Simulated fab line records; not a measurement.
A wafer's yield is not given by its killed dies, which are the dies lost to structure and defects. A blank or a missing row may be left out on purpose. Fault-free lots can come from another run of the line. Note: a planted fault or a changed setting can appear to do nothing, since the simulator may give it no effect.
Split-lot trial	flow berkeley_cmos170	5 lots, 22 wafers read, on a route of 331 steps

== ABOUT THE SPLIT ==
At UCB170_NWELL_PEB_10, the setting peb_temp_c was moved away from the recipe's 130 C on 6 of the 22 wafers read, by -1.5% to +2.5%. For the rest of the wafers, this setting stayed at what the recipe calls for.

== FROM SPLIT TO READING: 1 step shown by the file between the two ==
- UCB170_NWELL_DEVELOP_11: develop time 45 s

== THE READING ==
NWELL.cd_nm (the simulator's own value, which no gauge read), in nm, at UCB170_NWELL_ETCH_13 (etches Si3N4 in CH3F/Ar/O2, stops on SiO2, target depth 246.4 nm, time 154 s). There is no usual value for it anywhere in the file. Here, 16 wafers ran the recipe; their average is 3000 nm with a standard deviation of 0.81 nm.

wafer	tool, chamber at the split	peb_temp_c as run, C	against the recipe	NWELL.cd_nm, nm	against lot-mates on the recipe
L075.1	litho_track-01, 0	130	recipe	3001	-
L075.4	litho_track-01, 0	130	recipe	3001	-
L075.6	litho_track-01, 0	130	recipe	3001	-
L075.2	litho_track-01, 0	131.8	+1.4%	3012	+11
L075.3	litho_track-01, 0	131.8	+1.4%	3013	+12
L077.1	litho_track-01, 0	133.2	+2.5%	3020	+21
L077.2	litho_track-01, 0	130	recipe	2999	-
L077.6	litho_track-01, 0	130	recipe	2999	-
L077.4	litho_track-01, 0	133.2	+2.5%	3018	+19
L077.5	litho_track-01, 0	130	recipe	3000	-
L076.1	litho_track-04, 0	130	recipe	3000	-
L076.2	litho_track-04, 0	130	recipe	3000	-
L076.4	litho_track-04, 0	130	recipe	2999	-
L076.5	litho_track-04, 0	128	-1.5%	2983	-17
L076.6	litho_track-04, 0	128	-1.5%	2985	-15
L079.1	litho_track-01, 0	130	recipe	2999	-
L079.2	litho_track-01, 0	130	recipe	2999	-
L079.5	litho_track-01, 0	130	recipe	2999	-
L079.6	litho_track-01, 0	130	recipe	2999	-
L079.4	litho_track-01, 0	130	recipe	3000	-
L083.3	litho_track-01, 0	130	recipe	3001	-
L083.5	litho_track-01, 0	130	recipe	3000	-

FIT RESULTS
A straight line over all 22 wafers: NWELL.cd_nm changes by +8.7 nm for each +1% of peb_temp_c; r = +0.99; the points scatter about the line by 1.3 nm.
The same after taking each lot's own level away (the mean of its wafers on the recipe; 22 wafers): +8.64 nm for each +1%; r = +0.99; scatter 1 nm.
The reading moves by 21 nm for the largest change in peb_temp_c, on that fit.
Across the lots, their own levels run from 2999.2 to 3001.0 nm, a range of 2.2 times the standard deviation given above.
The two slopes agree, so the slope changes little with the lot-to-lot level.
Check: with one of the wafers moved furthest among these (+2.5%) left out of the fit, the line predicts +21 nm for it against its lot-mates. Against them it came out at +20.7 nm.

== ADDITIONAL SPLITS CARRIED BY THESE WAFERS ==
Before the reading, these wafers also passed through other splits. Each is held against what the fit with the lots' levels taken away leaves over:
other split on the same wafers	wafers away from the commonest value	r with NWELL.cd_nm (lot level and that fit taken away)
UCB170_NWELL_OXIDATION_01 temp_c	15	-0.35

== THE FILE'S OWN FIT ==
NWELL.cd_nm changes by +8.54 nm for each +1% of peb_temp_c, r = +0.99.
